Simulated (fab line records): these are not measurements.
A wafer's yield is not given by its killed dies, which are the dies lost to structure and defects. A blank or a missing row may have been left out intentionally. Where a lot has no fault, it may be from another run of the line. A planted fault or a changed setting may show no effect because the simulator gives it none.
Which tool did it? || flow berkeley_cmos170 || Sampling: 14 lots, 42 wafers, 5 of 331 route steps

## WHAT EACH GAUGE READ, for each wafer
UCB170_CONTACT_CD_MEAS_90: the cd target is 700 nm. Usual: cd_nm 699.9 nm, standard deviation 1.6.
{"lot": "L198", "measured": "day 6 17:06", "on": "cd_sem-01", "cd_nm (nm)": "700.1 699.2 701.3", "flag": ""}
{"lot": "L200", "measured": "day 7 12:09", "on": "cd_sem-01", "cd_nm (nm)": "698.8 701.8 702.5", "flag": ""}
{"lot": "L201", "measured": "day 7 13:13", "on": "cd_sem-02", "cd_nm (nm)": "702.1 698.1 699.7", "flag": ""}
{"lot": "L199", "measured": "day 7 13:29", "on": "cd_sem-01", "cd_nm (nm)": "700.6 703.2 701.5", "flag": ""}
{"lot": "L204", "measured": "day 7 18:20", "on": "cd_sem-02", "cd_nm (nm)": "700.6 700.9 702.4", "flag": ""}
{"lot": "L205", "measured": "day 7 20:16", "on": "cd_sem-01", "cd_nm (nm)": "701.3 700.5 699.4", "flag": ""}
{"lot": "L203", "measured": "day 7 20:34", "on": "cd_sem-02", "cd_nm (nm)": "698.5 699.0 700.0", "flag": ""}
{"lot": "L208", "measured": "day 8 19:49", "on": "cd_sem-01", "cd_nm (nm)": "700.9 698.6 697.4", "flag": ""}
{"lot": "L209", "measured": "day 9 09:37", "on": "cd_sem-01", "cd_nm (nm)": "699.2 700.5 699.6", "flag": ""}
{"lot": "L210", "measured": "day 9 10:36", "on": "cd_sem-02", "cd_nm (nm)": "699.4 698.8 699.8", "flag": ""}
{"lot": "L214", "measured": "day 9 22:51", "on": "cd_sem-02", "cd_nm (nm)": "697.3 700.5 697.7", "flag": ""}
{"lot": "L216", "measured": "day 10 16:20", "on": "cd_sem-01", "cd_nm (nm)": "702.7 701.1 701.2", "flag": ""}
{"lot": "L217", "measured": "day 10 22:59", "on": "cd_sem-01", "cd_nm (nm)": "698.7 698.9 699.6", "flag": ""}
{"lot": "L220", "measured": "day 11 17:11", "on": "cd_sem-02", "cd_nm (nm)": "700.8 701.5 703.3", "flag": ""}

UCB170_M1_CD_MEAS_09: the cd target is 700 nm. Usual: cd_nm 699.9 nm, standard deviation 1.4.
{"lot": "L198", "measured": "day 6 18:37", "on": "cd_sem-01", "cd_nm (nm)": "700.0 700.4 699.9", "flag": ""}
{"lot": "L200", "measured": "day 7 13:32", "on": "cd_sem-02", "cd_nm (nm)": "701.4 702.3 700.3", "flag": ""}
{"lot": "L201", "measured": "day 7 14:43", "on": "cd_sem-02", "cd_nm (nm)": "698.7 698.3 698.9", "flag": ""}
{"lot": "L199", "measured": "day 7 14:59", "on": "cd_sem-01", "cd_nm (nm)": "702.2 700.5 702.7", "flag": ""}
{"lot": "L204", "measured": "day 7 19:50", "on": "cd_sem-02", "cd_nm (nm)": "701.2 700.0 701.5", "flag": ""}
{"lot": "L205", "measured": "day 7 21:58", "on": "cd_sem-02", "cd_nm (nm)": "700.6 702.1 701.7", "flag": ""}
{"lot": "L203", "measured": "day 7 22:18", "on": "cd_sem-01", "cd_nm (nm)": "698.1 697.9 699.3", "flag": ""}
{"lot": "L208", "measured": "day 8 21:22", "on": "cd_sem-01", "cd_nm (nm)": "698.3 699.4 699.5", "flag": ""}
{"lot": "L209", "measured": "day 9 11:29", "on": "cd_sem-02", "cd_nm (nm)": "700.4 701.1 701.4", "flag": ""}
{"lot": "L210", "measured": "day 9 12:07", "on": "cd_sem-02", "cd_nm (nm)": "699.3 699.0 700.1", "flag": ""}
{"lot": "L214", "measured": "day 10 00:14", "on": "cd_sem-01", "cd_nm (nm)": "698.7 698.3 698.4", "flag": ""}
{"lot": "L216", "measured": "day 10 17:43", "on": "cd_sem-02", "cd_nm (nm)": "699.4 699.1 699.5", "flag": ""}
{"lot": "L217", "measured": "day 11 00:32", "on": "cd_sem-01", "cd_nm (nm)": "700.9 699.2 701.4", "flag": ""}
{"lot": "L220", "measured": "day 11 18:34", "on": "cd_sem-01", "cd_nm (nm)": "700.2 701.2 700.2", "flag": ""}

UCB170_M2_RS_MEAS_02: the measuring method here is four-point-probe. Usual: M2_AL_RS typically reads 0.0321 ohm/sq, with standard deviation 0.00041.
{"lot": "L198", "measured": "day 7 00:55", "on": "film_metro-01", "M2_AL_RS (ohm/sq)": "0.0324 0.0322 0.0319", "flag": ""}
{"lot": "L200", "measured": "day 7 22:49", "on": "film_metro-03", "M2_AL_RS (ohm/sq)": "0.0327 0.0326 0.0325", "flag": ""}
{"lot": "L201", "measured": "day 7 22:07", "on": "film_metro-01", "M2_AL_RS (ohm/sq)": "0.0322 0.0321 0.0325", "flag": ""}
{"lot": "L199", "measured": "day 7 23:10", "on": "film_metro-03", "M2_AL_RS (ohm/sq)": "0.0323 0.0323 0.0324", "flag": ""}
{"lot": "L204", "measured": "day 8 03:19", "on": "film_metro-03", "M2_AL_RS (ohm/sq)": "0.0328 0.0326 0.0327", "flag": ""}
{"lot": "L205", "measured": "day 8 03:40", "on": "film_metro-02", "M2_AL_RS (ohm/sq)": "- - -", "flag": "OFF"}
{"lot": "L203", "measured": "day 8 03:28", "on": "film_metro-01", "M2_AL_RS (ohm/sq)": "- - -", "flag": "OFF"}
{"lot": "L208", "measured": "day 9 06:23", "on": "film_metro-01", "M2_AL_RS (ohm/sq)": "0.0326 0.0328 0.0329", "flag": ""}
{"lot": "L209", "measured": "day 9 20:11", "on": "film_metro-02", "M2_AL_RS (ohm/sq)": "0.0316 0.0321 0.0320", "flag": ""}
{"lot": "L210", "measured": "day 9 20:26", "on": "film_metro-03", "M2_AL_RS (ohm/sq)": "0.0322 0.0322 0.0320", "flag": ""}
{"lot": "L214", "measured": "day 10 08:37", "on": "film_metro-03", "M2_AL_RS (ohm/sq)": "0.0322 0.0322 0.0323", "flag": ""}
{"lot": "L216", "measured": "day 11 01:05", "on": "film_metro-03", "M2_AL_RS (ohm/sq)": "0.0325 0.0326 0.0320", "flag": ""}
{"lot": "L217", "measured": "day 11 08:23", "on": "film_metro-02", "M2_AL_RS (ohm/sq)": "0.0312 0.0317 0.0314", "flag": ""}
{"lot": "L220", "measured": "day 12 02:53", "on": "film_metro-01", "M2_AL_RS (ohm/sq)": "0.0322 0.0323 0.0320", "flag": ""}

UCB170_M2_THK_MEAS_03: measures by xrf. Usual: M2_AL_THK typically reads 889 nm, with standard deviation 14.
{"lot": "L198", "measured": "day 7 01:01", "on": "film_metro-01", "M2_AL_THK (nm)": "881 888 905", "flag": ""}
{"lot": "L200", "measured": "day 7 22:56", "on": "film_metro-03", "M2_AL_THK (nm)": "867 872 872", "flag": ""}
{"lot": "L201", "measured": "day 7 22:14", "on": "film_metro-01", "M2_AL_THK (nm)": "887 889 882", "flag": ""}
{"lot": "L199", "measured": "day 7 23:17", "on": "film_metro-03", "M2_AL_THK (nm)": "874 873 870", "flag": ""}
{"lot": "L204", "measured": "day 8 03:26", "on": "film_metro-03", "M2_AL_THK (nm)": "867 871 869", "flag": ""}
{"lot": "L205", "measured": "day 8 03:47", "on": "film_metro-02", "M2_AL_THK (nm)": "<0 <0 <0", "flag": "OFF"}
{"lot": "L203", "measured": "day 8 03:33", "on": "film_metro-01", "M2_AL_THK (nm)": "<0 <0 <0", "flag": "OFF"}
{"lot": "L208", "measured": "day 9 06:30", "on": "film_metro-01", "M2_AL_THK (nm)": "880 874 876", "flag": ""}
{"lot": "L209", "measured": "day 9 20:18", "on": "film_metro-02", "M2_AL_THK (nm)": "914 892 891", "flag": ""}
{"lot": "L210", "measured": "day 9 20:34", "on": "film_metro-03", "M2_AL_THK (nm)": "887 880 883", "flag": ""}
{"lot": "L214", "measured": "day 10 08:44", "on": "film_metro-03", "M2_AL_THK (nm)": "880 883 881", "flag": ""}
{"lot": "L216", "measured": "day 11 01:11", "on": "film_metro-03", "M2_AL_THK (nm)": "875 871 891", "flag": ""}
{"lot": "L217", "measured": "day 11 08:31", "on": "film_metro-02", "M2_AL_THK (nm)": "914 908 912", "flag": ""}
{"lot": "L220", "measured": "day 12 03:01", "on": "film_metro-01", "M2_AL_THK (nm)": "891 883 894", "flag": ""}

## TOOL THAT RAN EACH LOT (tool first, then ch and the chambers of the sampled wafers, then the start)
{"lot": "L198", "UCB170_M2_SPUTTER_01": "pvd_sputter-01, day 7 00:47"}
{"lot": "L200", "UCB170_M2_SPUTTER_01": "pvd_sputter-01, day 7 22:44"}
{"lot": "L201", "UCB170_M2_SPUTTER_01": "pvd_sputter-02, day 7 22:02"}
{"lot": "L199", "UCB170_M2_SPUTTER_01": "pvd_sputter-03, day 7 23:05"}
{"lot": "L204", "UCB170_M2_SPUTTER_01": "pvd_sputter-01, day 8 03:14"}
{"lot": "L205", "UCB170_M2_SPUTTER_01": "pvd_sputter-02, day 8 03:35"}
{"lot": "L203", "UCB170_M2_SPUTTER_01": "pvd_sputter-03, day 8 03:19"}
{"lot": "L208", "UCB170_M2_SPUTTER_01": "pvd_sputter-01, day 9 06:17"}
{"lot": "L209", "UCB170_M2_SPUTTER_01": "pvd_sputter-02, day 9 20:05"}
{"lot": "L210", "UCB170_M2_SPUTTER_01": "pvd_sputter-03, day 9 20:22"}
{"lot": "L214", "UCB170_M2_SPUTTER_01": "pvd_sputter-03, day 10 08:31"}
{"lot": "L216", "UCB170_M2_SPUTTER_01": "pvd_sputter-02, day 11 00:58"}
{"lot": "L217", "UCB170_M2_SPUTTER_01": "pvd_sputter-03, day 11 08:18"}
{"lot": "L220", "UCB170_M2_SPUTTER_01": "pvd_sputter-03, day 12 02:49"}
- UCB170_M2_SPUTTER_01: material Al, target thk 900 nm, time 120 s.

## WHAT THE TOOLS THEMSELVES READ (means of the sampled wafers that have a number; where no wafer has one, the mark that the record gives instead)
UCB170_M2_SPUTTER_01. Usual: cathode_dc_power_W 6000.0 W, standard deviation 1.1; chamber_pressure_pa 0.5002 Pa, standard deviation 0.00097; throttle_valve_pct 29.5 %, standard deviation 0.94.
{"lot": "L198", "tool": "pvd_sputter-01", "cathode_dc_power_W (W)": 6000.6, "chamber_pressure_pa (Pa)": 0.5006, "throttle_valve_pct (%)": 28.7, "flag": ""}
{"lot": "L200", "tool": "pvd_sputter-01", "cathode_dc_power_W (W)": 5999.1, "chamber_pressure_pa (Pa)": 0.5001, "throttle_valve_pct (%)": 28.6, "flag": ""}
{"lot": "L201", "tool": "pvd_sputter-02", "cathode_dc_power_W (W)": 6000.6, "chamber_pressure_pa (Pa)": 0.5001, "throttle_valve_pct (%)": 29.3, "flag": ""}
{"lot": "L199", "tool": "pvd_sputter-03", "cathode_dc_power_W (W)": 5999.8, "chamber_pressure_pa (Pa)": 0.4991, "throttle_valve_pct (%)": 29.7, "flag": ""}
{"lot": "L204", "tool": "pvd_sputter-01", "cathode_dc_power_W (W)": 5999.9, "chamber_pressure_pa (Pa)": 0.4988, "throttle_valve_pct (%)": 29.6, "flag": ""}
{"lot": "L205", "tool": "pvd_sputter-02", "cathode_dc_power_W (W)": "-", "chamber_pressure_pa (Pa)": "-", "throttle_valve_pct (%)": "-", "flag": "OFF"}
{"lot": "L203", "tool": "pvd_sputter-03", "cathode_dc_power_W (W)": "-", "chamber_pressure_pa (Pa)": "-", "throttle_valve_pct (%)": "-", "flag": "OFF"}
{"lot": "L208", "tool": "pvd_sputter-01", "cathode_dc_power_W (W)": 5999.3, "chamber_pressure_pa (Pa)": 0.5011, "throttle_valve_pct (%)": 29.8, "flag": ""}
{"lot": "L209", "tool": "pvd_sputter-02", "cathode_dc_power_W (W)": 5999.7, "chamber_pressure_pa (Pa)": 0.5000, "throttle_valve_pct (%)": 29.7, "flag": ""}
{"lot": "L210", "tool": "pvd_sputter-03", "cathode_dc_power_W (W)": 5999.4, "chamber_pressure_pa (Pa)": 0.4991, "throttle_valve_pct (%)": 29.1, "flag": ""}
{"lot": "L214", "tool": "pvd_sputter-03", "cathode_dc_power_W (W)": 5998.9, "chamber_pressure_pa (Pa)": 0.5004, "throttle_valve_pct (%)": 28.7, "flag": ""}
{"lot": "L216", "tool": "pvd_sputter-02", "cathode_dc_power_W (W)": 5999.6, "chamber_pressure_pa (Pa)": 0.5002, "throttle_valve_pct (%)": 29.9, "flag": ""}
{"lot": "L217", "tool": "pvd_sputter-03", "cathode_dc_power_W (W)": 6000.4, "chamber_pressure_pa (Pa)": 0.5002, "throttle_valve_pct (%)": 29.9, "flag": ""}
{"lot": "L220", "tool": "pvd_sputter-03", "cathode_dc_power_W (W)": 6000.5, "chamber_pressure_pa (Pa)": 0.5007, "throttle_valve_pct (%)": 29.9, "flag": ""}

## THE ANSWER, worked out from the rows above alone
Rule: lot off if the mean of its wafers having a number is beyond 3 standard deviations from the usual mean. Also off: a lot with no number at a reading for which 4 or more lots have one. Where the step has rows for the other lots, those lots are counted as sound. The gauges are gone through in route order, then the tools' own readings, and for those a lot's mean is taken as printed above. The first step at which some lot is off is used, and at that step the reading that is off furthest; a lot without a number counts as furthest.
Off: at UCB170_M2_RS_MEAS_02 (M2_AL_RS), L205, L203. Without a number there: L205, L203.
A tool fits if, at a process step before that reading, it ran every lot that is off, and no sound lot after the first of them. The gauges at UCB170_M2_RS_MEAS_02 aren't tried: what is off there is off at UCB170_M2_SPUTTER_01 too, on other tools, and a gauge's error can't cause that. Not one of the candidates tried fits.

## WHAT THE SIMULATOR HAD INSERTED
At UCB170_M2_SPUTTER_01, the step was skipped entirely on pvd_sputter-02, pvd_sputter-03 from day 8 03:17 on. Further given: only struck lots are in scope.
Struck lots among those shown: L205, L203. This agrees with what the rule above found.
